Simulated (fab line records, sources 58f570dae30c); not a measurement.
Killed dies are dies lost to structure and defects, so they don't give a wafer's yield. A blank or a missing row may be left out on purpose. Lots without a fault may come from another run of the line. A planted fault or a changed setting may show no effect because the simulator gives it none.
Which tool did it? | flow berkeley_cmos170 | 13 lots, 39 wafers sampled, at 5 steps of a route of 331

WHAT THE GAUGES READ, wafer by wafer
UCB170_M1_CD_MEAS_90: target cd 700 nm. Usual: cd_nm 699 nm, standard deviation 4.
lot  | measured     | on        | cd_nm (nm)  | flag
L816 | day 6 20:02  | cd_sem-01 | 702 701 695 |
L817 | day 7 10:37  | cd_sem-02 | 702 700 698 |
L818 | day 7 10:50  | cd_sem-01 | 694 695 696 |
L819 | day 7 19:35  | cd_sem-01 | 701 700 702 |
L823 | day 8 09:00  | cd_sem-01 | 696 696 696 |
L824 | day 8 13:11  | cd_sem-01 | 701 698 702 |
L828 | day 9 08:34  | cd_sem-01 | 696 695 703 |
L831 | day 9 21:58  | cd_sem-01 | 694 702 704 |
L829 | day 9 22:52  | cd_sem-01 | 701 704 702 |
L832 | day 10 16:40 | cd_sem-02 | 702 705 697 |
L834 | day 10 20:04 | cd_sem-02 | 701 694 702 |
L835 | day 10 20:19 | cd_sem-01 | 703 703 702 |
L838 | day 11 06:39 | cd_sem-01 | 705 701 704 |

UCB170_V2_THK_MEAS_04. Usual: V2_POLISHED_THK 1000.4 nm, standard deviation 1.3.
lot  | measured     | on            | V2_POLISHED_THK (nm) | flag
L816 | day 7 07:21  | film_metro-01 | 999.3 999.1 998.8    |
L817 | day 7 18:43  | film_metro-01 | 1000.1 1001.4 1004.3 |
L818 | day 7 18:25  | film_metro-04 | 1000.8 1001.4 1001.7 |
L819 | day 8 04:41  | film_metro-02 | 1001.0 1001.4 1001.7 |
L823 | day 8 18:20  | film_metro-02 | 1001.0 1000.3 998.0  |
L824 | day 8 22:59  | film_metro-04 | 1002.6 1001.0 998.9  |
L828 | day 9 16:57  | film_metro-01 | 999.5 1000.0 998.9   |
L831 | day 10 08:11 | film_metro-04 | 999.6 998.6 997.6    |
L829 | day 10 10:29 | film_metro-04 | 999.1 1350.6 999.8   | OFF
L832 | day 11 06:25 | film_metro-01 | 1000.3 998.5 999.7   |
L834 | day 11 06:43 | film_metro-02 | 1001.1 1000.3 1001.6 |
L835 | day 11 07:37 | film_metro-01 | 1000.8 999.5 1000.8  |
L838 | day 11 18:41 | film_metro-02 | 999.1 1000.5 997.8   |

WHICH TOOL RAN EACH LOT (tool, then ch and the chambers of the sampled wafers, then the start)
lot  | UCB170_V1_ETCH_14                  | UCB170_V1_STRIP_15                   | UCB170_V2_CMP_02
L816 | rie_diel-02 ch 1,2,3, day 7 03:26  | plasma_asher-04 ch 0,1, day 7 03:37  | cmp-02 ch 1,3, day 7 06:58
L817 | rie_diel-04 ch 0,2,3, day 7 14:35  | plasma_asher-04 ch 0,1, day 7 14:46  | cmp-01 ch 0,1,2, day 7 18:17
L818 | rie_diel-03 ch 0,1,3, day 7 14:21  | plasma_asher-02 ch 0, day 7 14:31    | cmp-01 ch 0,1,3, day 7 18:02
L819 | rie_diel-04 ch 0,1, day 8 00:55    | plasma_asher-04 ch 0,1, day 8 01:07  | cmp-01 ch 2,3, day 8 04:15
L823 | rie_diel-02 ch 0,3, day 8 14:46    | plasma_asher-02 ch 0,1, day 8 14:59  | cmp-02 ch 0,1,2, day 8 17:54
L824 | rie_diel-02 ch 0,3, day 8 19:12    | plasma_asher-01 ch 0,1, day 8 19:23  | cmp-01 ch 0,1,2, day 8 22:34
L828 | rie_diel-04 ch 1,2,3, day 9 13:05  | plasma_asher-02 ch 0,1, day 9 13:16  | cmp-02 ch 1,2, day 9 16:31
L831 | rie_diel-03 ch 0,1,3, day 10 04:01 | plasma_asher-01 ch 0,1, day 10 04:13 | cmp-02 ch 0,2,3, day 10 07:51
L829 | rie_diel-02 ch 1,2, day 10 05:58   | plasma_asher-04 ch 0,1, day 10 06:11 | cmp-01 ch 1,2,3, day 10 10:05
L832 | rie_diel-02 ch 0,1,2, day 11 00:49 | plasma_asher-01 ch 0,1, day 11 01:01 | cmp-02 ch 1,2, day 11 05:58
L834 | rie_diel-03 ch 1,2,3, day 11 02:28 | plasma_asher-02 ch 0,1, day 11 02:41 | cmp-02 ch 1,2,3, day 11 06:23
L835 | rie_diel-02 ch 0,2,3, day 11 02:58 | plasma_asher-01 ch 0,1, day 11 03:09 | cmp-02 ch 1,2, day 11 07:14
L838 | rie_diel-03 ch 1,2,3, day 11 14:47 | plasma_asher-01 ch 0,1, day 11 14:58 | cmp-02 ch 2,3, day 11 18:16
- UCB170_V1_ETCH_14: etches SiO2 in CHF3/CF4/Ar, stops on Al, target depth 1250 nm, time 291 s.
- UCB170_V1_STRIP_15: strips in O2.
- UCB170_V2_CMP_02: polishes SiO2.

WHAT THE TOOLS THEMSELVES READ (means of the sampled wafers that have a number; where no wafer has one, the mark that the record gives instead)
UCB170_V1_ETCH_14. Usual: drypump_motor_current_A 5.7 A, standard deviation 0.45; oes_product_au 0.872 a.u., standard deviation 0.016; throttle_valve_pct 6.98 %, standard deviation 0.13.
lot  | tool        | drypump_motor_current_A (A) | oes_product_au (a.u.) | throttle_valve_pct (%) | flag
L816 | rie_diel-02 | 6.0                         | 0.867                 | 7.04                   |
L817 | rie_diel-04 | 6.0                         | 0.878                 | 6.83                   |
L818 | rie_diel-03 | 5.4                         | 0.872                 | 6.91                   |
L819 | rie_diel-04 | 5.3                         | 0.896                 | 6.94                   |
L823 | rie_diel-02 | 5.9                         | 0.860                 | 7.04                   |
L824 | rie_diel-02 | 5.7                         | 0.868                 | 7.11                   |
L828 | rie_diel-04 | 5.8                         | 0.876                 | 6.92                   |
L831 | rie_diel-03 | 5.4                         | 0.873                 | 6.90                   |
L829 | rie_diel-02 | 5.7                         | 0.872                 | 7.10                   |
L832 | rie_diel-02 | 5.7                         | 0.878                 | 7.10                   |
L834 | rie_diel-03 | 5.9                         | 0.870                 | 6.93                   |
L835 | rie_diel-02 | 5.7                         | 0.859                 | 7.08                   |
L838 | rie_diel-03 | 5.8                         | 0.867                 | 6.93                   |

UCB170_V1_STRIP_15. Usual: drypump_motor_current_A 5.6 A, standard deviation 0.31; o2_flow_sccm 400.0 sccm, standard deviation 1.1; oes_product_au 0.722 a.u., standard deviation 0.0045; strip_time_to_endpoint_s 15.30 s, standard deviation 0.14.
lot  | tool            | drypump_motor_current_A (A) | o2_flow_sccm (sccm) | oes_product_au (a.u.) | strip_time_to_endpoint_s (s) | flag
L816 | plasma_asher-04 | 5.9                         | 400.2               | 0.722                 | 15.35                        |
L817 | plasma_asher-04 | 6.0                         | 398.3               | 0.726                 | 15.26                        |
L818 | plasma_asher-02 | 5.7                         | 398.5               | 0.722                 | 15.15                        |
L819 | plasma_asher-04 | 5.9                         | 401.6               | 0.718                 | 15.22                        |
L823 | plasma_asher-02 | 5.5                         | 400.8               | 0.721                 | 15.46                        |
L824 | plasma_asher-01 | 5.3                         | 401.4               | 0.724                 | 15.44                        |
L828 | plasma_asher-02 | 5.6                         | 401.1               | 0.722                 | 15.42                        |
L831 | plasma_asher-01 | 5.2                         | 399.4               | 0.722                 | 15.10                        |
L829 | plasma_asher-04 | 6.0                         | 400.7               | 0.719                 | 15.37                        |
L832 | plasma_asher-01 | 5.2                         | 400.6               | 0.722                 | 15.38                        |
L834 | plasma_asher-02 | 5.6                         | 398.6               | 0.723                 | 15.12                        |
L835 | plasma_asher-01 | 5.3                         | 399.8               | 0.721                 | 15.38                        |
L838 | plasma_asher-01 | 5.2                         | 399.6               | 0.724                 | 15.11                        |

UCB170_V2_CMP_02. Usual: motor_current_A 16.7 A, standard deviation 1.1; slurry_flow_ml_min 150.0, standard deviation 0.44.
lot  | tool   | motor_current_A (A) | slurry_flow_ml_min | flag
L816 | cmp-02 | 17.3                | 150.2              |
L817 | cmp-01 | 15.8                | 150.0              |
L818 | cmp-01 | 16.2                | 149.9              |
L819 | cmp-01 | 16.7                | 150.4              |
L823 | cmp-02 | 16.2                | 149.9              |
L824 | cmp-01 | 15.8                | 150.1              |
L828 | cmp-02 | 15.5                | 149.7              |
L831 | cmp-02 | 16.7                | 150.1              |
L829 | cmp-01 | 17.2                | 149.8              |
L832 | cmp-02 | 15.9                | 150.1              |
L834 | cmp-02 | 17.0                | 149.9              |
L835 | cmp-02 | 16.6                | 150.2              |
L838 | cmp-02 | 16.3                | 150.6              |

THE ANSWER, worked out from the rows above alone
Rule: a lot is off if the mean of its wafers that have a number lies more than 3 standard deviations from the usual mean. A lot without any number at a reading at which 4 lots or more have one is off too. The other lots that the step has rows for count as sound. The gauges are gone through in route order, then the tools' own readings, and for those a lot's mean is taken as printed above. The first step at which some lot is off is used, and at that step the reading that is off furthest; a lot without a number counts as furthest.
Off: L829, at UCB170_V2_THK_MEAS_04 (V2_POLISHED_THK).
A tool fits if, at a process step before that reading, it ran every lot that is off, and no sound lot after the first of them. The gauges at UCB170_V2_THK_MEAS_04 are tried like those tools. Can't be told from this: 3 tools fit, plasma_asher-04 at UCB170_V1_STRIP_15, cmp-01 at UCB170_V2_CMP_02, film_metro-04 at UCB170_V2_THK_MEAS_04.

WHAT THE SIMULATOR HAD PUT IN
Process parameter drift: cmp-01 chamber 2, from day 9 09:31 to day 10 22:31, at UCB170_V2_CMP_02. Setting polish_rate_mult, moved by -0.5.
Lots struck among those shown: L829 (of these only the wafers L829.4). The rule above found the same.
